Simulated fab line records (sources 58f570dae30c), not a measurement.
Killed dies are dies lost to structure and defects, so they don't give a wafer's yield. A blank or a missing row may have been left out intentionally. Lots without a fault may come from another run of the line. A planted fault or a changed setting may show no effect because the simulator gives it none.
A single fault, viewed from 2 desks :: flow berkeley-cmos170 :: only its own numbers are on each desk; what lay behind them is given at the end

== FOR THE TOOL OWNER'S DESK: rie-si-01 ==
The tool's own readings at UCB170_GATE_ETCH_15 (etches poly-Si in HBr/Cl2, stops on SiO2, time 56.3 s, target depth 278.2 nm): means of the sampled wafers that have a number, for each lot that ran on this tool. Marked OUT: a lot whose mean sits more than 4 standard deviations from the usual mean, which makes it out of limits; the brackets give that distance.
Columns: A = drypump-motor-current-A at UCB170_GATE_ETCH_15, usual 5.4 A; B = oes-product-au at UCB170_GATE_ETCH_15, usual 0.832 a.u.; C = rf-fwd-power-W at UCB170_GATE_ETCH_15, usual 297.5 W; D = throttle-valve-pct at UCB170_GATE_ETCH_15, usual 26.38 %
lot: L335
first seen here: day 7 07:50
A: 5.5
B: 0.841
C: 298.7
D: 26.27

lot: L333
first seen here: day 7 08:40
A: 5.7
B: 0.831
C: 298.9
D: 26.26

lot: L336
first seen here: day 7 21:53
A: 5.5
B: 0.842
C: 297.9
D: 26.12

lot: L339
first seen here: day 8 13:17
A: 5.8
B: 0.822
C: 298.0
D: 26.17

lot: L347
first seen here: day 9 22:12
A: 5.6
B: 0.833
C: 345.2 (+48) OUT
D: 26.17

lot: L345
first seen here: day 9 22:34
A: 5.6
B: 0.835
C: 346.4 (+49) OUT
D: 26.17
Finding of this desk: L345, L347 out of limits; the first was L347 at day 9 22:12, on rf-fwd-power-W at UCB170_GATE_ETCH_15. L335, L333, L336, L339: within limits.

== FROM THE METROLOGY DESK ==
What the gauges read for every lot (on any tool): the sampled wafers with a number, averaged. Marked OUT: a lot whose mean sits more than 4 standard deviations from the usual mean, which makes it out of limits; the brackets give that distance.
Columns: A = ACTIVE_OXIDE_THK at UCB170_ACTIVE_THK_MEAS_03, usual 26.7 nm; B = PLDD_OVL at UCB170_PLDD_OVL_MEAS_07, usual 2 nm; C = M3_AL_THK at UCB170_M3_THK_MEAS_03, usual 916 nm
lot: L332
first seen here: day 4 15:08
A: 26.2
B: 7
C: 924

lot: L333
first seen here: day 4 15:10
A: 26.6
B: 0
C: 895

lot: L335
first seen here: day 4 22:14
A: 26.8
B: 5
C: 912

lot: L334
first seen here: day 4 22:15
A: 26.4
B: -2
C: 933

lot: L336
first seen here: day 5 07:01
A: 27.0
B: 6
C: 919

lot: L337
first seen here: day 5 07:01
A: 26.7
B: 15
C: 902

lot: L338
first seen here: day 5 19:38
A: 27.0
B: 1
C: 917

lot: L339
first seen here: day 5 19:41
A: 26.7
B: 4
C: 919

lot: L345
first seen here: day 7 03:25
A: 26.2
B: 1
C: 919

lot: L347
first seen here: day 7 10:20
A: 26.0
B: -4
C: 920

lot: L352
first seen here: day 8 15:58
A: 26.0
B: -1
C: 916

lot: L350
first seen here: day 8 16:00
A: 26.8
B: -0
C: 925

lot: L354
first seen here: day 8 22:46
A: 27.1
B: 3
C: 903

lot: L355
first seen here: day 9 10:16
A: 27.0
B: 9
C: 925
This desk found nothing out of limits on any of the 14 lots.

== ALL TOGETHER ==
At day 9 22:12, on L345, L347, the tool owner's desk was in a position to raise an alarm.
Nothing out of limits was seen by the metrology desk.
The metrology desk holds a record of L345, L347, inside its limits.
Of the lots named, all ran UCB170_GATE_ETCH_15 on rie-si-01.

== WHAT THE SIMULATOR PUT IN ==
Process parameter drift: rie-si-01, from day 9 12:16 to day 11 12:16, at UCB170_GATE_ETCH_15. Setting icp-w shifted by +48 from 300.
Struck lots among those shown: L345, L347.
Delay in hours, fault start to first out-of-limits reading, by desk: the tool owner's desk at 10.
